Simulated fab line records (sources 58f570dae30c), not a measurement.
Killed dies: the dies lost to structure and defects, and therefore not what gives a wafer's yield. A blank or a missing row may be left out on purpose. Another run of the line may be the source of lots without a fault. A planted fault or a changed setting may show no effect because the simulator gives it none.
Problem report, 8D (eight disciplines) form, completed by code -- flow berkeleyCmos170 -- the parts of the form that need people (team, actions taken, sign-off) are left out

1. WHAT WENT WRONG
Mean PFIELD_OVL at UCB170_PFIELD_OVL_MEAS_06: 95 nm over 6 wafers in 2 lots; fault-free wafers: 4 nm, standard deviation 5.9. That is +15 standard deviations from the usual mean.
First observed at day 8 08:53: wafer L104.1, on overlay-02. The record has a number at this step for 42 wafers belonging to 14 lots. Rule for "out", or "out of limits": more than 4 standard deviations from the usual mean. The other wafers with a number count as sound.

2. WHAT IT IS, AND WHAT IT ISN'T
question,is,is not
which readings at this step,PFIELD_OVL,-
which lots,"L104, L105","L100, L102, L103, L984, L985, L986, L987, L988, L990, L992, L996, L998"
which wafers of those lots,all that have a number,-
read on which gauges,overlay-02,overlay-01
when,from day 8 08:53,up to then (36 sound wafers)

3. WHAT RULES OUT EACH SUSPECT
Counting: a tool at a process step up to the reading stays a suspect if it ran every lot that is out and no sound lot after the first of them.
- the gauge at UCB170_PFIELD_OVL_MEAS_06: kept. All the wafers that are out were read on overlay-02, and no step on other tools shows them out.
- krfScanner-01 at UCB170_PFIELD_EXPOSE_03 (exposes mask PFIELD, target cd 1500 nm): kept. It ran every lot that is out, first L104 (day 8 08:00), and no sound lot after that; its last sound lot up to then is L103 (day 8 07:31).
After counting, krfScanner-01 at UCB170_PFIELD_EXPOSE_03 and overlay-02 at UCB170_PFIELD_OVL_MEAS_06 remain.

4. THE CAUSE (what the simulator had put in)
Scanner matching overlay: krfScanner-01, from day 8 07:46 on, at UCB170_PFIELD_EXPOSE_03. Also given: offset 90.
This tool is one of the 2 suspects left after counting.

5. SEQUENCE OF EFFECTS, ordered by route
Each row: a reading whose mean over the struck wafers that have a number lies more than 3 standard deviations from the usual. Only readings whose record carries a usual standard deviation are examined. hours: median over the lots of the time between each lot's start at the first step of this table that gives one and its start at this step. sigmas: the change, counted in usual standard deviations.
hours,step,reading,usual,on struck wafers,change,sigmas
0,UCB170_PFIELD_OVL_MEAS_06,PFIELD_OVL,4 nm,95,+91,+15

6. HOW IT WOULD HAVE BEEN CAUGHT EARLIER
In this record the first reading out of limits at a measuring or inspecting step was taken at day 8 08:53, 1 hour after the fault began at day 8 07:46.
Among the 2 lots that are out, L105 began UCB170_PFIELD_EXPOSE_03 on krfScanner-01 after day 8 08:53. A hold on the tool at that time would have spared it.
